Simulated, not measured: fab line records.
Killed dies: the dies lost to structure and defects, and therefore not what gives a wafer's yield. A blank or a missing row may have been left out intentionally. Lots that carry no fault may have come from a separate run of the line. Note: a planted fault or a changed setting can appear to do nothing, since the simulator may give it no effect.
Split-lot experiment | flow berkeleyCmos170 | route with 331 steps; 5 lots, 23 wafers read

## ON THE SPLIT
At UCB170_V1_PEB_10, the setting pebTempC was moved away from the recipe's 130 C on 8 of the 23 wafers read, by -2.2% to +3.0%. This setting was run at the recipe's value on the other wafers.

## FROM THE SPLIT TO THE READING: what the file shows between them, 4 steps
- UCB170_V1_DEVELOP_11: develop time 45 s
- UCB170_V1_CD_MEAS_12: target cd 700 nm
- UCB170_V1_ETCH_14: etches SiO2 in CHF3/CF4/Ar, stops on Al, target depth 1250 nm, time 291 s
- UCB170_V1_STRIP_15: strips in O2

## THE READING
Shown in nm: cdNm at UCB170_V1_CD_MEAS_90, with target cd 700 nm. On this fab line, fault-free wafers typically give 698.8 nm with a standard deviation of 1.8 nm.

wafer  | tool, chamber at the split | pebTempC as run, C | against the recipe | cdNm, nm | against lot-mates on the recipe
L074.1 | lithoTrack-04, 0           | 130                | recipe             | 698.8    | -
L074.2 | lithoTrack-04, 0           | 130                | recipe             | 699.3    | -
L074.4 | lithoTrack-04, 0           | 130                | recipe             | 698.1    | -
L075.1 | lithoTrack-04, 0           | 130                | recipe             | 697.3    | -
L075.3 | lithoTrack-04, 0           | 128.9              | -0.8%              | 691.8    | -6.8
L075.4 | lithoTrack-04, 0           | 130                | recipe             | 698.8    | -
L075.5 | lithoTrack-04, 0           | 130                | recipe             | 699.7    | -
L075.6 | lithoTrack-04, 0           | 128.9              | -0.8%              | 690.7    | -7.9
L077.2 | lithoTrack-03, 0           | 133.9              | +3.0%              | 719.2    | +23.3
L077.3 | lithoTrack-03, 0           | 130                | recipe             | 696.5    | -
L077.4 | lithoTrack-03, 0           | 130                | recipe             | 695.7    | -
L077.5 | lithoTrack-03, 0           | 133.9              | +3.0%              | 718.5    | +22.6
L077.6 | lithoTrack-03, 0           | 130                | recipe             | 695.4    | -
L078.1 | lithoTrack-01, 0           | 130                | recipe             | 698.5    | -
L078.3 | lithoTrack-01, 0           | 133.8              | +2.9%              | 720.7    | +20.9
L078.4 | lithoTrack-01, 0           | 130                | recipe             | 699.7    | -
L078.5 | lithoTrack-01, 0           | 130                | recipe             | 701.3    | -
L078.6 | lithoTrack-01, 0           | 133.8              | +2.9%              | 719.3    | +19.5
L081.1 | lithoTrack-01, 0           | 127.1              | -2.2%              | 680.4    | -21.1
L081.3 | lithoTrack-01, 0           | 130                | recipe             | 701.8    | -
L081.4 | lithoTrack-01, 0           | 130                | recipe             | 701.2    | -
L081.5 | lithoTrack-01, 0           | 127.1              | -2.2%              | 678.6    | -22.9
L081.6 | lithoTrack-01, 0           | 130                | recipe             | 701.5    | -

FIT RESULTS
A straight line over all 23 wafers: cdNm changes by +7.45 nm for each +1% of pebTempC; r = +0.98; the points scatter about the line by 2 nm.
The same after taking each lot's own level away (the mean of its wafers on the recipe; 23 wafers): +7.98 nm for each +1%; r = +0.99; scatter 1.6 nm.
The reading moves by 24 nm for the largest change in pebTempC, on that fit.
The span of the lots' own levels, 695.87 to 701.50 nm, comes to 3.1 times the standard deviation stated above.
So the lot-to-lot level changes the slope little: the two slopes agree.
Check: for one of the wafers moved furthest among these (+3.0%), held out of the fit, the line's prediction against its lot-mates is +23.1 nm. It came out at +23.3 nm against them.

## OTHER SPLITS APPLIED TO THESE WAFERS
These wafers also went through other splits before the reading. Each is held against what the fit with the lots' levels taken away leaves over:
other split on the same wafers     | wafers away from the commonest value | r with cdNm (lot level and that fit taken away)
UCB170_PWELL_CVD_05 timeS          | 15                                   | -0.04
UCB170_PWELL_IMPLANT_15 doseCm2    | 10                                   | +0.02
UCB170_PFIELD_IMPLANT_07 energyKev | 6                                    | +0.43
UCB170_PVT_IMPLANT_07 doseCm2      | 8                                    | -0.42
UCB170_NLDD_IMPLANT_09 energyKev   | 7                                    | -0.13
UCB170_NLDD_STRIP_10 o2FlowSccm    | 7                                    | +0.07
UCB170_M1_COAT_04 resistThkNm      | 5                                    | -0.06
UCB170_M1_ETCH_11 biasW            | 2                                    | +0.29

## THE WHOLE CHAIN: every reading that the file lists as answering this split, in the file's order
step                 | what it does                                                              | reading                                                  | change (the file's fit)              | r (the file's)
UCB170_V1_CD_MEAS_12 | target cd 700 nm                                                          | cdNm                                                     | +7.58 nm for each +1% of the setting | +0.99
UCB170_V1_ETCH_14    | etches SiO2 in CHF3/CF4/Ar, stops on Al, target depth 1250 nm, time 291 s | V1.cdNm (the simulator's own value, which no gauge read) | +7.84 nm for each +1% of the setting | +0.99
UCB170_V1_CD_MEAS_90 | target cd 700 nm                                                          | cdNm                                                     | +7.88 nm for each +1% of the setting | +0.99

## THE FILE'S OWN FIT
cdNm changes by +7.88 nm for each +1% of pebTempC, r = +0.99.
